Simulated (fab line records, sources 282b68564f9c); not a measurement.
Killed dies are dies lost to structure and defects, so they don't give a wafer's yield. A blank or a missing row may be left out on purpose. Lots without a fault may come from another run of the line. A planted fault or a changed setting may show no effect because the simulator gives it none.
fab line records | flow rit_cmos
record lots=7 wafers=21 last_day=7
route steps=202 shown PWELL@42 WELLDRIVE@50 NWELL@51 NRETRO@53 M1@202
lots that met no fault: from a run of the same line without faults
start_h: hours from the record's first day to the start of the lot's first wafer shown | wait_h: hours since the lot's step before | " the same as in the row above | L1.1+2: a row that stands for several wafers | - no value, or no start given | * or withheld: withheld | < > ~ a bound
route shown NAME@n: a module of which the file shows steps, and the number in the route of the first | usual: mean/standard deviation of fault-free wafers | same: alike in all rows | chamber/n: place in a boat | sites: the reading at each site | _std_site: their standard deviation | _edge_site: outer sites' mean less inner sites' | radius_mm: how far each site lies from the wafer's centre | mask NAME#n: copy n | behind: the tool/chamber that last shaped the wafer | hold: why the lot was held/for how many hours/how that ended | device: the transistor (n, p or np) that didn't switch | end of line: the same wafers' tests at the end of the route | a step without rows: its recipe alone | killed: dies lost to structure and defects at the first sort, not the wafer's yield | map: a wafer's dies, x killed, . not, _ none there
set.NAME: the setting as run; set.NAME@STEP: as run at that earlier step | model.NAME: the simulator's own value behind a step, which no gauge read
lots at some steps of the route; a table a step, a row a wafer
services: from which hour (start_h, from the record's first day; less than 0 if before it) a tool's chamber was out of use, for how many hours, and why
## steps
# step RIT_PWELL_EXPOSE_03
# recipe mask_id=M3 na=0.57 target_cd_nm=43700 dose_mj=250
# step RIT_PWELL_PEB_04
# recipe resist=NOVOLAK temp_c=withheld time_s=withheld
# step RIT_PWELL_DEVELOP_05
# recipe resist=NOVOLAK develop_time_s=68 dev_temp_c=23
# step RIT_PWELL_OVL_MEAS_06
# usual PWELL_OVL=-0.2/1.6
# columns lot.wafer tool chamber start_h wait_h PWELL_OVL[nm]
L798.3 overlay-01 - 37.52 - -0.7
L798.4 " - " " -0.5
L798.5 " - " " 0.8
L804.1 overlay-01 - 67.68 - -0.7
L804.3 " - " " 0.0
L804.4 " - " " 0.6
L805.1 overlay-01 - 73.74 - 2.0
L805.2 " - " " 0.3
L805.3 " - " " 0.4
L811.3 overlay-01 - 108.18 - 2.7
L811.4 " - " " 2.7
L811.5 " - " " 3.0
L812.1 overlay-01 - 109.36 - -0.5
L812.3 " - " " -0.4
L812.4 " - " " 0.2
L815.2 overlay-01 - 124.91 - 0.0
L815.4 " - " " 0.1
L815.6 " - " " -0.7
L816.2 overlay-02 - 130.72 - 0.8
L816.5 " - " " 1.2
L816.6 " - " " 2.2
# step RIT_PWELL_HARDBAKE_07
# recipe resist=NOVOLAK temp_c=140 time_s=120
# step RIT_PWELL_IMPLANT_08
# recipe species=B energy_kev=170 dose_cm2=7e+13 tilt_deg=7
# step RIT_PWELL_STRIP_09
# recipe chemistry=O2 time_s=180 resist=NOVOLAK platen_temp_c=withheld power_w=500 pressure_mtorr=4000 o2_flow_sccm=4000
# usual drypump_motor_current_A=5.7/0.65
# same time_s=180
# columns lot.wafer tool chamber start_h wait_h drypump_motor_current_A rf_hours_counter_h
L798.3 plasma_asher-04 0 38.00 0.1 4.9 -
L798.4 " 1 " " 6.5 -
L798.5 " 0 " " 4.9 -
L804.1 plasma_asher-02 0 68.12 0.1 5.3 43
L804.3 " 1 " " 6.2 -
L804.4 " 0 " " 5.3 -
L805.1 plasma_asher-04 1 74.50 0.1 6.5 44
L805.2 " 0 " " 4.9 44
L805.3 " 0 " " 4.9 -
L811.3 plasma_asher-03 1 108.66 0.1 5.0 -
L811.4 " 0 " " 6.3 -
L811.5 " 1 " " 5.0 -
L812.1 plasma_asher-04 0 109.79 0.1 5.0 47
L812.3 " 1 " " 6.5 -
L812.4 " 0 " " 5.0 -
L815.2 plasma_asher-02 0 125.40 0.1 5.3 1
L815.4 " 0 " " 5.3 -
L815.6 " 0 " " 5.3 -
L816.2 plasma_asher-04 0 131.15 0.1 4.9 50
L816.5 " 1 " " 6.5 -
L816.6 " 0 " " 5.0 -
# step RIT_PWELL_TW_MEAS_10
# usual PWELL_TW=949/5.4
# columns lot.wafer tool chamber start_h wait_h PWELL_TW
L798.3 film_metro-03 - 38.14 0.1 936
L798.4 " - " " 943
L798.5 " - " " 939
L804.1 film_metro-04 - 68.29 0.1 958
L804.3 " - " " 954
L804.4 " - " " 951
L805.1 film_metro-03 - 74.68 0.1 942
L805.2 " - " " 940
L805.3 " - " " 938
L811.3 film_metro-01 - 108.80 0.1 945
L811.4 " - " " 946
L811.5 " - " " 944
L812.1 film_metro-03 - 109.97 0.1 948
L812.3 " - " " 948
L812.4 " - " " 942
L815.2 film_metro-04 - 125.58 0.1 958
L815.4 " - " " 950
L815.6 " - " " 950
L816.2 film_metro-04 - 131.34 0.1 950
L816.5 " - " " 951
L816.6 " - " " 952
# step RIT_WELLDRIVE_ANNEAL_00
# recipe temp_c=1100 time_s=14700 ambient=N2
# step RIT_WELLDRIVE_RS_MEAS_01
# recipe thk_meas_gauge=four-point-probe
# usual NWELL_RS=275.1/0.76
# columns lot.wafer tool chamber start_h wait_h NWELL_RS[ohm/sq]
L798.3 film_metro-04 - 43.30 0.0 276.4
L798.4 " - " " 276.6
L798.5 " - " " 277.0
L804.1 film_metro-01 - 73.44 0.0 275.4
L804.3 " - " " 274.9
L804.4 " - " " 276.3
L805.1 film_metro-04 - 79.82 0.0 275.9
L805.2 " - " " 275.2
L805.3 " - " " 275.8
L811.3 film_metro-03 - 114.73 0.0 274.2
L811.4 " - " " 274.5
L811.5 " - " " 274.7
L812.1 film_metro-04 - 115.11 0.0 275.3
L812.3 " - " " 274.6
L812.4 " - " " 274.4
L815.2 film_metro-04 - 132.16 0.0 275.4
L815.4 " - " " 276.3
L815.6 " - " " 275.5
L816.2 film_metro-03 - 137.24 0.0 275.5
L816.5 " - " " 274.3
L816.6 " - " " 274.9
# step RIT_WELLDRIVE_RS_MEAS_02
# recipe thk_meas_gauge=four-point-probe
# usual PWELL_RS=428.7/1
# columns lot.wafer tool chamber start_h wait_h PWELL_RS[ohm/sq]
L798.3 film_metro-04 - 43.42 0.1 429.0
L798.4 " - " " 427.7
L798.5 " - " " 428.6
L804.1 film_metro-01 - 73.56 0.1 428.7
L804.3 " - " " 428.4
L804.4 " - " " 428.8
L805.1 film_metro-04 - 79.94 0.1 426.9
L805.2 " - " " 427.7
L805.3 " - " " 428.7
L811.3 film_metro-03 - 114.85 0.1 429.6
L811.4 " - " " 428.6
L811.5 " - " " 426.6
L812.1 film_metro-04 - 115.23 0.1 429.1
L812.3 " - " " 429.5
L812.4 " - " " 430.1
L815.2 film_metro-04 - 132.28 0.1 426.8
L815.4 " - " " 429.1
L815.6 " - " " 429.3
L816.2 film_metro-03 - 137.36 0.1 428.4
L816.5 " - " " 428.8
L816.6 " - " " 428.9
# step RIT_NRETRO_HMDS_00
# recipe prime_time_s=60 prime_temp_c=140
# step RIT_NRETRO_COAT_01
# recipe resist=NOVOLAK spin_rpm=2000 resist_thk_nm=1300
# usual spin_speed_rpm=2000.1/1.4
# columns lot.wafer tool chamber start_h wait_h spin_speed_rpm model.NOVOLAK_of_NRETRO_COAT_01.thk_nm
L798.3 litho_track-02 0 43.70 0.1 1999.4 1301
L798.4 " 0 " " 1999.3 1296
L798.5 " 0 " " 1999.8 1301
L804.1 litho_track-04 0 73.89 0.1 1998.4 1301
L804.3 " 0 " " 1998.5 1301
L804.4 " 0 " " 1998.6 1299
L805.1 litho_track-04 0 80.21 0.1 2001.8 1302
L805.2 " 0 " " 2003.4 1305
L805.3 " 0 " " 2001.1 1302
L811.3 litho_track-04 0 115.13 0.1 2003.4 1304
L811.4 " 0 " " 1999.7 1301
L811.5 " 0 " " 2000.5 1306
L812.1 litho_track-02 0 115.50 0.1 2000.8 1653
L812.3 " 0 " " 2001.1 1650
L812.4 " 0 " " 2001.9 1654
L815.2 litho_track-02 0 132.70 0.1 2000.3 1655
L815.4 " 0 " " 2001.1 1651
L815.6 " 0 " " 1999.5 1651
L816.2 litho_track-02 0 137.63 0.1 1998.1 1649
L816.5 " 0 " " 2000.1 1650
L816.6 " 0 " " 1999.8 1648
# step RIT_NRETRO_SOFTBAKE_02
# recipe resist=NOVOLAK temp_c=90 time_s=60
# step RIT_NRETRO_EXPOSE_03
# recipe mask_id=M4 na=0.57 target_cd_nm=43900 dose_mj=250
# step RIT_NRETRO_PEB_04
# recipe resist=NOVOLAK temp_c=withheld time_s=withheld
# step RIT_NRETRO_DEVELOP_05
# recipe resist=NOVOLAK develop_time_s=68 dev_temp_c=23
# step RIT_NRETRO_OVL_MEAS_06
# usual NRETRO_OVL=-0.4/1.3
# columns lot.wafer tool chamber start_h wait_h NRETRO_OVL[nm]
L798.3 overlay-02 - 44.39 - -0.8
L798.4 " - " " -0.2
L798.5 " - " " 0.4
L804.1 overlay-02 - 74.75 - 0.0
L804.3 " - " " -0.4
L804.4 " - " " -0.4
L805.1 overlay-01 - 81.07 - -0.6
L805.2 " - " " -2.0
L805.3 " - " " -1.7
L811.3 overlay-02 - 115.95 - -1.0
L811.4 " - " " -1.9
L811.5 " - " " -1.0
L812.1 overlay-01 - 116.35 - -0.5
L812.3 " - " " -1.0
L812.4 " - " " -2.3
L815.2 overlay-01 - 133.78 - 0.2
L815.4 " - " " -1.0
L815.6 " - " " -1.5
L816.2 overlay-02 - 138.47 - -1.9
L816.5 " - " " -3.5
L816.6 " - " " -2.5
# step RIT_NRETRO_HARDBAKE_07
# recipe resist=NOVOLAK temp_c=140 time_s=120
# same time_s=120
# columns lot.wafer tool chamber start_h wait_h model.NOVOLAK_of_NRETRO_COAT_01.thk_nm
L798.3+5 litho_track-04 0 44.50 0.1 1138
L798.4 " 0 " " 1133
L804.1 litho_track-01 0 74.79 0.0 1138
L804.3 " 0 " " 1137
L804.4 " 0 " " 1136
L805.1 litho_track-01 0 81.10 0.0 1138
L805.2 " 0 " " 1141
L805.3 " 0 " " 1139
L811.3 litho_track-02 0 116.06 0.1 1140
L811.4 " 0 " " 1138
L811.5 " 0 " " 1142
L812.1 litho_track-01 0 116.39 0.0 1440
L812.3 " 0 " " 1438
L812.4 " 0 " " 1441
L815.2 litho_track-04 0 133.95 0.2 1442
L815.4+6 " 0 " " 1439
L816.2 litho_track-04 0 138.58 0.1 1437
L816.5 " 0 " " 1438
L816.6 " 0 " " 1436
# step RIT_NRETRO_IMPLANT_08
# recipe species=P energy_kev=70 dose_cm2=1e+13 tilt_deg=7
# step RIT_M1_PROBE_99
# usual killed_at_contacts=0.1/0.24 killed_at_front_end=6.6/2.7 killed_dies=6.6/2.7 killed_open=3.3/1.8 killed_short=3.4/1.9
# same gross_dies=264 killed_at_M0_to_M3=0 killed_at_M4_up=0 killed_at_back_side=0 killed_at_other=0
# columns lot.wafer tool chamber start_h wait_h killed_at_contacts killed_at_front_end killed_dies killed_open killed_short
L798.3 prober-02 - 71.69 0.2 0 2 2 0 2
L798.4 prober-02 - 71.74 0.2 0 4 4 2 2
L798.5 prober-02 - 71.79 0.2 0 9 9 3 6
L805.1 prober-01 - 109.54 0.1 0 10 10 3 7
L805.2 prober-01 - 109.59 0.1 0 3 3 3 0
L805.3 prober-01 - 109.64 0.2 0 4 4 0 4
L815.2 prober-01 - 164.23 0.1 0 9 9 5 4
L815.4 prober-01 - 164.33 0.2 0 9 9 5 4
L815.6 prober-01 - 164.43 0.2 0 10 10 5 5
# killed by level:class
L798.3 GATE:geometric_particle:short=1 REOX:geometric_particle:short=1
L798.4 FOX1:geometric_particle:short=1 FOX1:geometric_particle:open=1 SPACER:geometric_particle:open=1 SPACER:geometric_particle:short=1
L798.5 SPACER:geometric_particle:short=3 GATE:geometric_particle:short=2 REOX:geometric_particle:open=2 FOX1:geometric_particle:open=1 REOX:geometric_particle:short=1
L805.1 REOX:geometric_particle:short=5 REOX:geometric_particle:open=2 FOX1:geometric_particle:short=1 GATE:geometric_particle:open=1 SPACER:geometric_particle:short=1
L805.2 REOX:geometric_particle:open=2 FOX2:geometric_particle:open=1
L805.3 FOX1:geometric_particle:short=2 FOX2:geometric_particle:short=1 SPACER:geometric_particle:short=1
L815.2 REOX:geometric_particle:short=3 FOX1:geometric_particle:open=2 GATE:geometric_particle:open=1 GATE:geometric_particle:short=1 REOX:geometric_particle:open=1 SPACER:geometric_particle:open=1
L815.4 GATE:geometric_particle:open=3 REOX:geometric_particle:short=2 REOX:geometric_particle:open=2 FOX2:geometric_particle:short=1 GATE:geometric_particle:short=1
L815.6 SPACER:geometric_particle:open=3 SPACER:geometric_particle:short=2 ACTIVE:geometric_particle:short=1 FOX1:geometric_particle:short=1 GATE:geometric_particle:short=1 GATE:geometric_particle:open=1 REOX:geometric_particle:open=1
## services
# columns tool chamber start_h hours kind
plasma_asher-04 - 39.45 0.6 repair
plasma_asher-02 - 108.75 9.0 pm
plasma_asher-02 0 108.75 9.0 vent_cycle
plasma_asher-02 1 108.75 9.0 vent_cycle
plasma_asher-03 - 111.94 2.0 repair
plasma_asher-02 0 117.75 - clean
plasma_asher-02 1 117.75 - clean
## key
first_sign none at tools or gauges
model_effect step=RIT_NRETRO_COAT_01 value=NOVOLAK_of_NRETRO_COAT_01.thk_nm without=1300 struck=1651
model_effect step=RIT_NRETRO_HARDBAKE_07 value=NOVOLAK_of_NRETRO_COAT_01.thk_nm without=1137 struck=1439
met_at RIT_NRETRO_COAT_01
struck_wafers L812.1,L812.3,L812.4,L815.2,L815.4,L815.6,L816.2,L816.5,L816.6
tester_left_out L812,L815,L816
onset_between 43.70 115.50
also_fits time
fault kind=process_parameter_drift tool=litho_track-02 chamber=- onset_h=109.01 steps=RIT_NRETRO_COAT_01 channel=resist_thk_nm offset=351.08 shape=step end_h=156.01 acts_in=these_recipes_only stated=1300
# tester_left_out: of these lots the tester's yield and bins aren't shown, on N5 and GAA mostly nor the transistor test; their killed dies are dies lost to structure and defects alone, not to doping, threshold or leakage, so they don't give the yield
